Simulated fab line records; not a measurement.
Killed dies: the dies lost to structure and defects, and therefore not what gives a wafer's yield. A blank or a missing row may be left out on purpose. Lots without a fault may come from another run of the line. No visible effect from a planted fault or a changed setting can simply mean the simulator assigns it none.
What tool caused it? | flow berkeley-cmos170 | Sampling: 7 lots, 21 wafers, 2 of 331 route steps

== WHAT EACH GAUGE READ, for each wafer ==
UCB170_ACTIVE_THK_MEAS_03.
lot  | measured    | on            | ACTIVE_OXIDE_THK (nm)
L119 | day 4 13:14 | film-metro-01 | 26.6 26.7 26.1
L121 | day 5 09:26 | film-metro-01 | 27.0 26.8 27.2
L123 | day 5 09:34 | film-metro-01 | 27.1 27.4 27.4
L124 | day 5 17:58 | film-metro-01 | 26.4 26.7 26.6
L127 | day 6 18:01 | film-metro-01 | 26.3 25.8 25.9
L130 | day 7 03:48 | film-metro-02 | 38.2 39.1 38.6
L133 | day 7 21:55 | film-metro-01 | 26.5 26.6 26.3

== WHAT TOOL EACH LOT RAN ON (gives the tool, then ch and the chambers of the sampled wafers, and finally the start) ==
lot  | UCB170_ACTIVE_OXIDATION_02
L119 | furnace-02 ch 0, day 4 11:53
L121 | furnace-01 ch 0, day 5 08:05
L123 | furnace-01 ch 0, day 5 08:05
L124 | furnace-01 ch 0, day 5 16:37
L127 | furnace-01 ch 0, day 6 16:40
L130 | furnace-04 ch 0, day 6 22:05
L133 | furnace-01 ch 0, day 7 20:32
- UCB170_ACTIVE_OXIDATION_02: target thk 26.4 nm, ox time 1260 s.

== THE ANSWER, worked out from the rows above alone ==
Rule: what is usual is taken from the lots themselves. Put in order of their means at a reading, lots are off if they are a third of the lots or fewer, leave a main group of 4 or more, and stand apart from it by a gap of 3 or more times the standard deviation of the main group's means; of several such gaps the widest counts. A main group is skipped when, at the precision printed for the reading in the tables above, its means are all equal. A lot without any number at a reading at which 4 lots or more have one is off too. All remaining lots with rows at the step are treated as sound.
Off: at UCB170_ACTIVE_THK_MEAS_03 (ACTIVE_OXIDE_THK), L130. Mean 26.6 nm and standard deviation 0.42 in the main group.
If a tool, at a process step before that reading, ran all the lots that are off and no sound lot after the first of them, it fits. Those tools and the gauges at UCB170_ACTIVE_THK_MEAS_03 are tried in the same way. 2 tools fit, furnace-04 at UCB170_ACTIVE_OXIDATION_02 and film-metro-02 at UCB170_ACTIVE_THK_MEAS_03, so this cannot tell which one it is.

== WHAT THE SIMULATOR PUT IN ==
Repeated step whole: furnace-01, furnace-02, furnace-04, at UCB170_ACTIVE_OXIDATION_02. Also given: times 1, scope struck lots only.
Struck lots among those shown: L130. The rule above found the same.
